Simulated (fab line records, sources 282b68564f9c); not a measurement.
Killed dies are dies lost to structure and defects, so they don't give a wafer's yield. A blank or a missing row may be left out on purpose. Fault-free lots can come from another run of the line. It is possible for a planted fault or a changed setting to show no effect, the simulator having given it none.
Which tool did it? :: flow rit_cmos :: Sampling: 6 lots, 18 wafers, 3 of 202 route steps

WHAT THE GAUGES READ, wafer by wafer
RIT_NSD_OVL_MEAS_06.
lot: L630
measured: day 3 15:46
on: overlay-02
NSD_OVL (nm): 0.3 -0.2 0.1

lot: L633
measured: day 4 06:40
on: overlay-01
NSD_OVL (nm): 0.6 -2.7 1.7

lot: L635
measured: day 4 17:08
on: overlay-01
NSD_OVL (nm): -1.7 -1.9 -0.8

lot: L643
measured: day 6 06:21
on: overlay-02
NSD_OVL (nm): 0.3 1.3 0.2

lot: L645
measured: day 6 22:28
on: overlay-01
NSD_OVL (nm): 1.7 2.6 1.5

lot: L648
measured: day 7 08:23
on: overlay-01
NSD_OVL (nm): 0.1 1.1 0.7

WHICH TOOL RAN EACH LOT (tool, then ch and the chambers of the sampled wafers, then the start)
lot: L630
RIT_GATE_STRIP_20: plasma_asher-02 ch 0,1, day 3 05:43
RIT_NSD_EXPOSE_03: iline_stepper-01 ch 0, day 3 15:22

lot: L633
RIT_GATE_STRIP_20: plasma_asher-01 ch 0,1, day 3 19:23
RIT_NSD_EXPOSE_03: iline_stepper-01 ch 0, day 4 06:16

lot: L635
RIT_GATE_STRIP_20: plasma_asher-02 ch 1, day 4 07:29
RIT_NSD_EXPOSE_03: iline_stepper-01 ch 0, day 4 16:44

lot: L643
RIT_GATE_STRIP_20: plasma_asher-02 ch 0,1, day 5 20:28
RIT_NSD_EXPOSE_03: iline_stepper-01 ch 0, day 6 05:52

lot: L645
RIT_GATE_STRIP_20: plasma_asher-03 ch 0,1, day 6 11:44
RIT_NSD_EXPOSE_03: iline_stepper-01 ch 0, day 6 22:04

lot: L648
RIT_GATE_STRIP_20: plasma_asher-03 ch 0,1, day 6 22:26
RIT_NSD_EXPOSE_03: iline_stepper-02 ch 0, day 7 07:59
- RIT_GATE_STRIP_20: strips in O2, time 180 s.
- RIT_NSD_EXPOSE_03: exposes mask M9, target cd 40700 nm.

THE ANSWER, worked out from the rows above alone
Rule: usual is defined by the lots themselves. Put in order of their means at a reading, lots are off if they are a third of the lots or fewer, leave a main group of 4 or more, and stand apart from it by a gap of 3 or more times the standard deviation of the main group's means; of several such gaps the widest counts. A main group is skipped when, at the precision printed for the reading in the tables above, its means are all equal. Also off: a lot with no number at a reading for which 4 or more lots have one. Any other lot the step has rows for is counted as sound.
None of the lots is off at any reading shown; this tells nothing.

WHAT THE SIMULATOR PUT IN
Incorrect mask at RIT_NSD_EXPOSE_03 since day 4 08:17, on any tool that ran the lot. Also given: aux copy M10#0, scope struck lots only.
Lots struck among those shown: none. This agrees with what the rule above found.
